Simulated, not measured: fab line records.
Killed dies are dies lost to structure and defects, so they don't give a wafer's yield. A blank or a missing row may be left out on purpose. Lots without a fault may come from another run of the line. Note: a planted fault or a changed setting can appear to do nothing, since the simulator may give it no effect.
Commonality check across tools	flow ritCmos	Lots sampled 13, wafers sampled 39

## WHY THIS WAS OPENED
On 1 of the 13 lots, a flag is raised at RIT_M1_CD_MEAS_09 on the reading cdNm. Wafers without a fault read 2600.1 nm, standard deviation 2.9.
Rule: a lot gets a flag if all its wafers with a number sit over 4 standard deviations from that mean, or if no wafer of it has a number. The rest of the lots are taken to be sound.

lot	measured	on	cdNm (nm), wafer by wafer	flag
L320	day 3 18:53	cdSem-01	2602.6 2603.2 2604.3	
L321	day 4 01:21	cdSem-01	2598.5 2598.8 2600.1	
L322	day 4 06:49	cdSem-02	2599.1 2597.2 2597.5	
L323	day 4 10:05	cdSem-02	2597.2 2595.2 2596.3	
L324	day 4 10:18	cdSem-01	2596.7 2595.2 2596.9	
L325	day 4 18:02	cdSem-02	2598.1 2601.0 2598.1	
L326	day 4 21:12	cdSem-01	2599.8 2601.0 2603.2	
L328	day 5 09:14	cdSem-02	2600.5 2601.4 2599.0	
L330	day 5 16:07	cdSem-02	2621.2 2620.0 2621.5	FLAGGED
L331	day 5 22:26	cdSem-02	2600.3 2599.3 2600.5	
L337	day 7 05:40	cdSem-02	2603.3 2605.5 2602.5	
L339	day 7 14:49	cdSem-01	2600.1 2600.5 2601.5	
L341	day 7 23:18	cdSem-01	2597.9 2597.8 2599.5	
On average the flagged lots' numbers are 2620.9 nm, which is +20.8 nm against the usual, or +7 standard deviations.

## LOT BY LOT: THE TOOL USED
2 process steps preceding the reading are held in the record, out of 202 steps in the route. In each cell: the tool, then ch and the chambers that the sampled wafers went through, then the start.
lot	flag	RIT_PLDD_STRIP_09	RIT_M1_SPUTTER_00
L320		plasmaAsher-04 ch 0,1, day 3 07:58	pvdSputter-02, day 3 17:17
L321		plasmaAsher-02 ch 0,1, day 3 11:56	pvdSputter-04, day 3 23:58
L322		plasmaAsher-02 ch 0,1, day 3 19:28	pvdSputter-02, day 4 05:27
L323		plasmaAsher-04 ch 0,1, day 3 22:00	pvdSputter-01, day 4 08:35
L324		plasmaAsher-02 ch 0,1, day 3 22:14	pvdSputter-02, day 4 08:48
L325		plasmaAsher-03 ch 0,1, day 4 07:00	pvdSputter-04, day 4 16:31
L326		plasmaAsher-03 ch 0,1, day 4 09:58	pvdSputter-02, day 4 19:41
L328		plasmaAsher-02 ch 0,1, day 4 22:31	pvdSputter-02, day 5 07:53
L330	FLAGGED	plasmaAsher-03 ch 0,1, day 5 05:07	pvdSputter-02, day 5 14:43
L331		plasmaAsher-03 ch 0,1, day 5 11:44	pvdSputter-01, day 5 21:05
L337		plasmaAsher-03 ch 0,1, day 6 17:10	pvdSputter-04, day 7 04:19
L339		plasmaAsher-04 ch 0,1, day 7 03:36	pvdSputter-04, day 7 13:13
L341		plasmaAsher-02 ch 0,1, day 7 12:07	pvdSputter-04, day 7 21:47
What these steps do:
- RIT_PLDD_STRIP_09: strips in O2, time 180 s.
- RIT_M1_SPUTTER_00: material Al, target thk 400 nm, time 500 s.
- RIT_M1_CD_MEAS_09: target cd 2600 nm.

## FLAGGED OVER TOTAL, TOOL BY TOOL (the gauges that took the reading come last)
step	tool	lots run	flagged	share of the flagged lots	sound lots run after its first flagged lot
RIT_PLDD_STRIP_09	plasmaAsher-02	5	0	none	-
RIT_PLDD_STRIP_09	plasmaAsher-03	5	1	all	2 (L331,L337)
RIT_PLDD_STRIP_09	plasmaAsher-04	3	0	none	-
RIT_M1_SPUTTER_00	pvdSputter-01	2	0	none	-
RIT_M1_SPUTTER_00	pvdSputter-02	6	1	all	0
RIT_M1_SPUTTER_00	pvdSputter-04	5	0	none	-
RIT_M1_CD_MEAS_09	cdSem-01	6	0	none	-
RIT_M1_CD_MEAS_09	cdSem-02	7	1	all	2 (L331,L337)

## WHAT THE TABLE PERMITS
All flagged lots were run by 3 table rows, namely plasmaAsher-03 at RIT_PLDD_STRIP_09, pvdSputter-02 at RIT_M1_SPUTTER_00, cdSem-02 at RIT_M1_CD_MEAS_09.
- plasmaAsher-03 at RIT_PLDD_STRIP_09: 1 of its 5 lots flagged. Lots that were sound ran on it after the first flagged one (L331, L337); a persistent fault on the entire tool would not allow that.
- pvdSputter-02 at RIT_M1_SPUTTER_00: 1 of its 6 lots flagged. It ran its last sound lot, L328, at day 5 07:53 and its first flagged lot, L330, at day 5 14:43: a fault with its onset between the two fits.
- cdSem-02 at RIT_M1_CD_MEAS_09: 1 of its 7 lots flagged. Lots that were sound ran on it after the first flagged one (L331, L337); a persistent fault on the entire tool would not allow that.
One tool is left: pvdSputter-02 at RIT_M1_SPUTTER_00.

## WHAT WAS PUT IN BY THE SIMULATOR
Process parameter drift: pvdSputter-02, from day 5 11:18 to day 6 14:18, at RIT_M1_SPUTTER_00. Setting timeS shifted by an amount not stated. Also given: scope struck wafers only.
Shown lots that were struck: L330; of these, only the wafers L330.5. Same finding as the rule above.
